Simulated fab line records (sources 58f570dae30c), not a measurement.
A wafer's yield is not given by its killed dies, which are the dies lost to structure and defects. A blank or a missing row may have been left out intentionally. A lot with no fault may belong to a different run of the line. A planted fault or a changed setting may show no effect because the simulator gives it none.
What tool caused it? / flow berkeley_cmos170 / 18 wafers from 6 lots sampled at 3 of the route's 331 steps

## WHAT THE GAUGES SHOWED, per wafer
UCB170_NWELL_THK_MEAS_05.
lot=L602; measured=day 2 15:10; on=film_metro-01; NWELL_NITRIDE_THK (nm)=224.7 227.2 226.3
lot=L614; measured=day 5 01:23; on=film_metro-02; NWELL_NITRIDE_THK (nm)=256.7 256.4 255.5
lot=L617; measured=day 5 20:40; on=film_metro-01; NWELL_NITRIDE_THK (nm)=227.8 226.2 226.4
lot=L619; measured=day 6 04:39; on=film_metro-01; NWELL_NITRIDE_THK (nm)=226.5 225.5 221.9
lot=L621; measured=day 6 15:45; on=film_metro-03; NWELL_NITRIDE_THK (nm)=228.1 230.5 229.4
lot=L623; measured=day 6 15:52; on=film_metro-01; NWELL_NITRIDE_THK (nm)=228.6 229.8 231.1

## WHICH TOOL RAN EACH LOT (tool, then ch and the chambers of the sampled wafers, then the start)
lot=L602; UCB170_ZERO_STRIP_07=plasma_asher-04 ch 0,1, day 2 01:26; UCB170_NWELL_CVD_04=lpcvd-02 ch 0, day 2 13:14
lot=L614; UCB170_ZERO_STRIP_07=plasma_asher-03 ch 0,1, day 4 12:25; UCB170_NWELL_CVD_04=lpcvd-01 ch 1, day 4 23:27
lot=L617; UCB170_ZERO_STRIP_07=plasma_asher-04 ch 0,1, day 5 05:22; UCB170_NWELL_CVD_04=lpcvd-02 ch 1, day 5 17:44
lot=L619; UCB170_ZERO_STRIP_07=plasma_asher-03 ch 0,1, day 5 16:23; UCB170_NWELL_CVD_04=lpcvd-02 ch 1, day 6 02:43
lot=L621; UCB170_ZERO_STRIP_07=plasma_asher-04 ch 0,1, day 6 04:16; UCB170_NWELL_CVD_04=lpcvd-02 ch 1, day 6 13:49
lot=L623; UCB170_ZERO_STRIP_07=plasma_asher-03 ch 0,1, day 6 04:49; UCB170_NWELL_CVD_04=lpcvd-02 ch 1, day 6 13:49
- UCB170_ZERO_STRIP_07: strips in O2.
- UCB170_NWELL_CVD_04: deposits Si3N4 from SiH2Cl2/NH3, target thk 224 nm, time 3360 s.

## THE ANSWER, worked out from the rows above alone
Rule: what is usual is taken from the lots themselves. The widest of any qualifying gaps counts: lots, ordered by their means at a reading, are off when they make up no more than a third of the lots, leave a main group of 4 or more, and stand apart from it by 3 or more times the standard deviation of that group's means. The tables above print the reading to a certain number of digits; a main group whose means all agree to those digits is not used. Also off: a lot with no number at a reading for which 4 or more lots have one. Where the step has rows for the other lots, those lots are counted as sound.
Off: L614, at UCB170_NWELL_THK_MEAS_05 (NWELL_NITRIDE_THK). The main group has a mean of 227.3 nm with a standard deviation of 2.
A tool fits if, at a process step before that reading, it ran every lot that is off, and no sound lot after the first of them. Those tools and the gauges at UCB170_NWELL_THK_MEAS_05 are tried in the same way. 2 tools fit, lpcvd-01 at UCB170_NWELL_CVD_04 and film_metro-02 at UCB170_NWELL_THK_MEAS_05, so this cannot tell which one it is.

## WHAT WAS PUT IN BY THE SIMULATOR
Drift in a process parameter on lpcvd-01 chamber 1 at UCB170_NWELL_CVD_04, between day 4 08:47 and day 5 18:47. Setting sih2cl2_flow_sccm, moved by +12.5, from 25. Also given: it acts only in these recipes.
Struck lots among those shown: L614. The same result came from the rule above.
